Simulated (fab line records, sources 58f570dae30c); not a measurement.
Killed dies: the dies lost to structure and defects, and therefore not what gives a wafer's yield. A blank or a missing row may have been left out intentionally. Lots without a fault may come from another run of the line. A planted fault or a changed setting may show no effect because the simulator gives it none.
Which tool was responsible?    flow berkeleyCmos170    14 lots with 42 wafers sampled at 2 steps, on a route of 331 steps

== WHAT EACH GAUGE READ, for each wafer ==
UCB170_NVT_TW_MEAS_09.
lot   measured      on            NVT_TW
L218  day 6 19:40   filmMetro-03  525 528 526
L220  day 7 11:49   filmMetro-01  530 527 525
L222  day 7 11:52   filmMetro-02  519 519 518
L224  day 8 00:29   filmMetro-03  529 528 524
L225  day 8 00:28   filmMetro-01  533 534 531
L223  day 8 00:46   filmMetro-02  518 519 518
L227  day 8 14:13   filmMetro-02  644 645 642
L226  day 8 14:11   filmMetro-01  661 661 663
L237  day 10 20:16  filmMetro-02  520 518 517
L236  day 10 20:21  filmMetro-03  532 530 530
L240  day 11 02:33  filmMetro-01  527 531 526
L238  day 11 02:40  filmMetro-01  528 526 528
L239  day 11 02:55  filmMetro-03  524 526 526
L241  day 11 19:25  filmMetro-02  523 523 521

== TOOL THAT RAN EACH LOT (tool first, then ch and the chambers of the sampled wafers, then the start) ==
lot   UCB170_NVT_IMPLANT_07
L218  implanter-01 ch 0, day 6 19:25
L220  implanter-01 ch 0, day 7 11:35
L222  implanter-02 ch 0, day 7 11:38
L224  implanter-04 ch 0, day 8 00:14
L225  implanter-02 ch 0, day 8 00:14
L223  implanter-01 ch 0, day 8 00:34
L227  implanter-04 ch 0, day 8 13:34
L226  implanter-02 ch 0, day 8 13:37
L237  implanter-01 ch 0, day 10 20:01
L236  implanter-04 ch 0, day 10 20:09
L240  implanter-01 ch 0, day 11 02:18
L238  implanter-02 ch 0, day 11 02:25
L239  implanter-04 ch 0, day 11 02:41
L241  implanter-02 ch 0, day 11 19:10
- UCB170_NVT_IMPLANT_07

== WHAT THE TOOLS THEMSELVES READ (means of the sampled wafers that have a number; where no wafer has one, the mark that the record gives instead) ==
The record holds no such reading with a usual standard deviation.

== THE ANSWER, worked out from the rows above alone ==
Rule: what is usual is taken from the lots themselves. The widest of any qualifying gaps counts: lots, ordered by their means at a reading, are off when they make up no more than a third of the lots, leave a main group of 4 or more, and stand apart from it by 3 or more times the standard deviation of that group's means. A main group whose means are all the same, to the digits that the tables above print for the reading, isn't used. Also off: a lot with no number at a reading for which 4 or more lots have one. Any other lot the step has rows for is counted as sound. The gauges are gone through in route order, then the tools' own readings, and for those a lot's mean is taken as printed above. The first step at which some lot is off is used, and at that step the reading that is off furthest; a lot without a number counts as furthest.
Off: L227, L226, seen at UCB170_NVT_TW_MEAS_09 (NVT_TW). The main group: mean 525, standard deviation 4.6.
A tool fits if, at a process step before that reading, it ran every lot that is off, and no sound lot after the first of them. Those tools and the gauges at UCB170_NVT_TW_MEAS_09 are tried in the same way. Of those tried, none fits.

== WHAT WAS PUT IN BY THE SIMULATOR ==
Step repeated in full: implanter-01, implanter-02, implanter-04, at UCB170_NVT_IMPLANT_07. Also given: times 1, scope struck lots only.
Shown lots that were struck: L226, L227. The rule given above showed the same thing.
